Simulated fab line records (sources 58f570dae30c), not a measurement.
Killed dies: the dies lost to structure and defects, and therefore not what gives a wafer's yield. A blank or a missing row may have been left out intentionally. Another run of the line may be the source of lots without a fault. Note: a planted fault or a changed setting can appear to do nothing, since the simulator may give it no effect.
2 desks, one fault || flow berkeley_cmos170 || only its own numbers are on each desk; what lay behind them is given at the end

THE METROLOGY DESK
Lot by lot, what the gauges showed, no matter which tool ran the lot: averages of those sampled wafers that carry a number. The brackets show how far a lot's mean lies from the usual mean; more than 4 standard deviations puts the lot out of limits, marked OUT.
Columns: A = PWELL_OVL at UCB170_PWELL_OVL_MEAS_13, usual 0 nm; B = WELLDRIVE_OXIDE_THK at UCB170_WELLDRIVE_THK_MEAS_02, usual 197 nm; C = ACTIVE_OXIDE_THK at UCB170_ACTIVE_THK_MEAS_03, usual 26.2 nm
{"lot": "L715", "first seen here": "day 2 22:47", "A": 3, "B": 197, "C": 26.6}
{"lot": "L716", "first seen here": "day 3 07:44", "A": -1, "B": 192, "C": 27.0}
{"lot": "L717", "first seen here": "day 3 13:25", "A": -4, "B": 205, "C": 25.9}
{"lot": "L719", "first seen here": "day 3 18:26", "A": 2, "B": 206, "C": 25.7}
{"lot": "L718", "first seen here": "day 3 18:39", "A": -5, "B": 200, "C": 25.7}
{"lot": "L720", "first seen here": "day 4 07:34", "A": 3, "B": 206, "C": 26.3}
{"lot": "L721", "first seen here": "day 4 07:46", "A": 2, "B": 200, "C": 26.9}
{"lot": "L722", "first seen here": "day 4 07:49", "A": -2, "B": 201, "C": 26.4}
{"lot": "L723", "first seen here": "day 5 01:51", "A": 2, "B": 197, "C": 26.6}
{"lot": "L725", "first seen here": "day 5 07:20", "A": -5, "B": 197, "C": 25.8}
{"lot": "L727", "first seen here": "day 5 16:25", "A": 0, "B": 194, "C": 26.3}
{"lot": "L729", "first seen here": "day 6 01:28", "A": -2, "B": "175 (-5.3) OUT", "C": 25.9}
{"lot": "L728", "first seen here": "day 6 01:30", "A": -1, "B": "176 (-5.0) OUT", "C": 26.3}
{"lot": "L736", "first seen here": "day 7 06:59", "A": 3, "B": 197, "C": 26.3}
This desk reports L728, L729 out of limits; the earliest was L728 at day 6 13:08 (WELLDRIVE_OXIDE_THK at UCB170_WELLDRIVE_THK_MEAS_02). Within limits: L715, L716, L717, L719, L718, L720, L721, L722, L723, L725, L727, L736.

FOR THE TOOL OWNER'S DESK: furnace-03
The tool's own readings at UCB170_WELLDRIVE_OXIDATION_01 (target thk 199 nm, ox time 9000 s): means of the sampled wafers that have a number, for each lot that ran on this tool. The brackets show how far a lot's mean lies from the usual mean; more than 4 standard deviations puts the lot out of limits, marked OUT.
Columns: A = spike_tc_centre_C at UCB170_WELLDRIVE_OXIDATION_01, usual 1103.1 C
{"lot": "L715", "first seen here": "day 3 06:35", "A": 1102.5}
{"lot": "L716", "first seen here": "day 3 17:16", "A": 1102.2}
{"lot": "L725", "first seen here": "day 5 18:23", "A": 1102.5}
{"lot": "L727", "first seen here": "day 6 01:53", "A": 1103.7}
{"lot": "L728", "first seen here": "day 6 09:38", "A": 1102.8}
{"lot": "L729", "first seen here": "day 6 09:38", "A": 1102.2}
This desk found nothing out of limits on any of the 6 lots.

BROUGHT TOGETHER
An alarm was possible from the metrology desk at day 6 13:08, on L728, L729.
The tool owner's desk saw nothing out of limits.
On record at the tool owner's desk: L728, L729, within its limits.
All the named lots went through UCB170_WELLDRIVE_OXIDATION_01 on furnace-03.

WHAT HAD BEEN PUT IN BY THE SIMULATOR
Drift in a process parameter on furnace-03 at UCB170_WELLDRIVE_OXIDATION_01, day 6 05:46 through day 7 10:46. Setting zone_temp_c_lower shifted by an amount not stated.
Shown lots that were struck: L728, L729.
Delay in hours, fault start to first out-of-limits reading, per desk: metrology desk 7.
